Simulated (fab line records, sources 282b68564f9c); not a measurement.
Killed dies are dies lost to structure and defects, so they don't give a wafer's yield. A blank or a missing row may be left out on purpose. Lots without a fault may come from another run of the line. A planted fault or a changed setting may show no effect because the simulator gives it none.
Split-lot experiment | flow rit_cmos | 5 lots, 23 wafers read, on a route of 202 steps

THE SPLIT
At RIT_PLDD_SOFTBAKE_02 (time 60 s), the setting temp_c was moved away from the recipe's 90 C on 8 of the 23 wafers read, by -1.5% to +3.8%. The other wafers ran this setting at the recipe's value.

FROM THE SPLIT TO THE READING: what the file shows between them, 2 steps
- RIT_PLDD_EXPOSE_03: exposes mask M8, target cd 40900 nm
- RIT_PLDD_PEB_04

THE READING
NOVOLAK_of_PLDD_COAT_01.thk_nm (the simulator's own value, which no gauge read), in nm, at RIT_PLDD_DEVELOP_05 (develop time 50 s). The file gives no usual value for it. The 15 wafers here that ran the recipe average 1017 nm, standard deviation 2.7 nm.

wafer  | tool, chamber at the split | temp_c as run, C | against the recipe | NOVOLAK_of_PLDD_COAT_01.thk_nm, nm | against lot-mates on the recipe
L074.2 | litho_track-01, 0          | 90               | recipe             | 1013                               | -
L074.3 | litho_track-01, 0          | 90               | recipe             | 1016                               | -
L074.5 | litho_track-01, 0          | 90               | recipe             | 1016                               | -
L074.6 | litho_track-01, 0          | 90               | recipe             | 1016                               | -
L074.4 | litho_track-01, 0          | 90               | recipe             | 1019                               | -
L075.2 | litho_track-02, 0          | 88.68            | -1.5%              | 1019                               | +3
L075.3 | litho_track-02, 0          | 88.68            | -1.5%              | 1018                               | +2
L075.4 | litho_track-02, 0          | 88.68            | -1.5%              | 1018                               | +2
L075.5 | litho_track-02, 0          | 90               | recipe             | 1015                               | -
L075.6 | litho_track-02, 0          | 90               | recipe             | 1017                               | -
L076.1 | litho_track-04, 0          | 90               | recipe             | 1017                               | -
L076.3 | litho_track-04, 0          | 90               | recipe             | 1017                               | -
L076.4 | litho_track-04, 0          | 90               | recipe             | 1017                               | -
L076.5 | litho_track-04, 0          | 93.43            | +3.8%              | 1010                               | -7
L076.6 | litho_track-04, 0          | 93.43            | +3.8%              | 1009                               | -8
L077.1 | litho_track-04, 0          | 91.85            | +2.1%              | 1017                               | -5
L077.3 | litho_track-04, 0          | 91.85            | +2.1%              | 1017                               | -5
L077.2 | litho_track-04, 0          | 91.85            | +2.1%              | 1018                               | -4
L077.4 | litho_track-04, 0          | 90               | recipe             | 1022                               | -
L077.5 | litho_track-04, 0          | 90               | recipe             | 1022                               | -
L082.3 | litho_track-02, 0          | 90               | recipe             | 1014                               | -
L082.5 | litho_track-02, 0          | 90               | recipe             | 1014                               | -
L082.4 | litho_track-02, 0          | 90               | recipe             | 1013                               | -

THE FIT
A straight line over all 23 wafers: NOVOLAK_of_PLDD_COAT_01.thk_nm changes by -1.22 nm for each +1% of temp_c; r = -0.55; the points scatter about the line by 2.7 nm.
The same after taking each lot's own level away (the mean of its wafers on the recipe; 23 wafers): -1.97 nm for each +1%; r = -0.94; scatter 1.1 nm.
On that fit, the largest move of temp_c shifts the reading by 7.5 nm.
The lots' own levels span 1013.7 to 1022.0 nm, that is 3.1 times the standard deviation above.
So the lot-to-lot level blurs the effect unless lot-mates are compared.
Check: with one of the wafers moved furthest among these (+3.8%) left out of the fit, the line predicts -7.94 nm for it against its lot-mates. It came out at -7 nm against them.

OTHER SPLITS ON THESE WAFERS
These wafers also went through other splits before the reading. Each is held against what the fit with the lots' levels taken away leaves over:
other split on the same wafers     | wafers away from the commonest value | r with NOVOLAK_of_PLDD_COAT_01.thk_nm (lot level and that fit taken away)
RIT_GATE_DEVELOP_15 develop_time_s | 5                                    | +0.03

THE FILE'S OWN FIT
NOVOLAK_of_PLDD_COAT_01.thk_nm changes by -1.97 nm for each +1% of temp_c, r = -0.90.
